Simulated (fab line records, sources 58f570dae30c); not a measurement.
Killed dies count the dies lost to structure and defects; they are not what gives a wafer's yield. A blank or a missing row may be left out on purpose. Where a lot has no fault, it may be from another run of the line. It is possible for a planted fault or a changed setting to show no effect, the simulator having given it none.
Which tool did it? -- flow berkeley cmos170 -- 10 lots, 30 wafers sampled, at 3 steps of a route of 331

WHAT EACH GAUGE READ, for each wafer
UCB170_SPACER_THK_MEAS_01. Usual: for SPACER_TEOS_THK the level is 379 nm and the standard deviation is 4.9.
lot,measured,on,SPACER_TEOS_THK (nm),flag
L274,day 6 02:07,film metro-04,377 380 378,
L273,day 6 06:01,film metro-01,373 383 378,
L275,day 6 22:14,film metro-04,375 390 389,
L277,day 7 08:59,film metro-01,371 363 376,
L276,day 7 09:43,film metro-02,381 389 379,
L283,day 7 22:05,film metro-01,377 373 378,
L282,day 8 15:48,film metro-02,369 377 374,
L292,day 10 04:00,film metro-02,376 380 386,
L291,day 10 04:13,film metro-01,380 378 379,
L294,day 10 15:56,film metro-04,371 378 379,

UCB170_CONTACT_THK_MEAS_02. Usual: for CONTACT_PSG_THK the level is 700 nm and the standard deviation is 7.
lot,measured,on,CONTACT_PSG_THK (nm),flag
L274,day 6 13:15,film metro-02,697 698 695,
L273,day 6 17:37,film metro-03,683 685 691,
L275,day 7 12:21,film metro-04,704 700 699,
L277,day 8 02:10,film metro-02,704 704 700,
L276,day 8 02:14,film metro-02,708 709 710,
L283,day 8 11:46,film metro-04,695 698 691,
L282,day 9 07:16,film metro-03,709 709 708,
L292,day 10 19:48,film metro-03,695 691 694,
L291,day 10 19:48,film metro-04,692 700 698,
L294,day 11 02:54,film metro-03,697 701 701,

WHICH TOOL RAN EACH LOT (tool, then ch and the chambers of the sampled wafers, then the start)
lot,UCB170_SILICIDE_RTA_04
L274,"rtp anneal-02 ch 0, day 6 10:56"
L273,"rtp anneal-02 ch 0, day 6 15:33"
L275,"rtp anneal-02 ch 0, day 7 10:17"
L277,"rtp anneal-02 ch 0, day 7 22:26"
L276,"rtp anneal-02 ch 0, day 7 23:13"
L283,"rtp anneal-01 ch 0, day 8 08:29"
L282,"rtp anneal-01 ch 0, day 9 03:38"
L292,"rtp anneal-02 ch 0, day 10 17:26"
L291,"rtp anneal-02 ch 0, day 10 17:19"
L294,"rtp anneal-02 ch 0, day 10 23:19"
- UCB170_SILICIDE_RTA_04: time 15 s.

WHAT THE TOOLS THEMSELVES READ (means of the sampled wafers that have a number; where no wafer has one, the mark that the record gives instead)
UCB170_SILICIDE_RTA_04. Usual: lamp power pct 10.3 %, standard deviation 0.48; wafer_temp_C_max 652.6, standard deviation 0.64.
lot,tool,lamp power pct (%),wafer_temp_C_max,flag
L274,rtp anneal-02,10.7,653.1,
L273,rtp anneal-02,10.7,653.1,
L275,rtp anneal-02,10.7,652.6,
L277,rtp anneal-02,10.7,653.4,
L276,rtp anneal-02,10.7,652.8,
L283,rtp anneal-01,9.6,648.4,OFF
L282,rtp anneal-01,9.6,648.5,OFF
L292,rtp anneal-02,10.7,652.8,
L291,rtp anneal-02,10.7,652.7,
L294,rtp anneal-02,10.7,653.1,

THE ANSWER, worked out from the rows above alone
Rule: take the mean of a lot's wafers that have a number; if it is more than 3 standard deviations from the usual mean, the lot is off. A lot without any number at a reading at which 4 lots or more have one is off too. Where the step has rows for the other lots, those lots are counted as sound. The gauges are gone through in route order, then the tools' own readings, and for those a lot's mean is taken as printed above. The first step at which some lot is off is used, and at that step the reading that is off furthest; a lot without a number counts as furthest.
Off: L283, L282 (UCB170_SILICIDE_RTA_04, wafer_temp_C_max).
A tool fits if, at that step or a process step before it, it ran every lot that is off, and no sound lot after the first of them. One fits: rtp anneal-01 at UCB170_SILICIDE_RTA_04. It ran no sound lot before its first lot that is off in this sample, so the start can't be narrowed down.
The tool's own readings at UCB170_SILICIDE_RTA_04 bear it out: on the lots that are off they differ by more than 5 times the standard deviation of the sound lots' means. lamp power pct reads 9.6 % there against 10.7 % on the sound lots; wafer_temp_C_max reads 648.5 there against 653.0 on the sound lots.

WHAT WAS PUT IN BY THE SIMULATOR
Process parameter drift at UCB170_SILICIDE_RTA_04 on rtp anneal-01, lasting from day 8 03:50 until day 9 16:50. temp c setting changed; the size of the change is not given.
Lots struck among those shown: L283, L282. The rule given above showed the same thing.
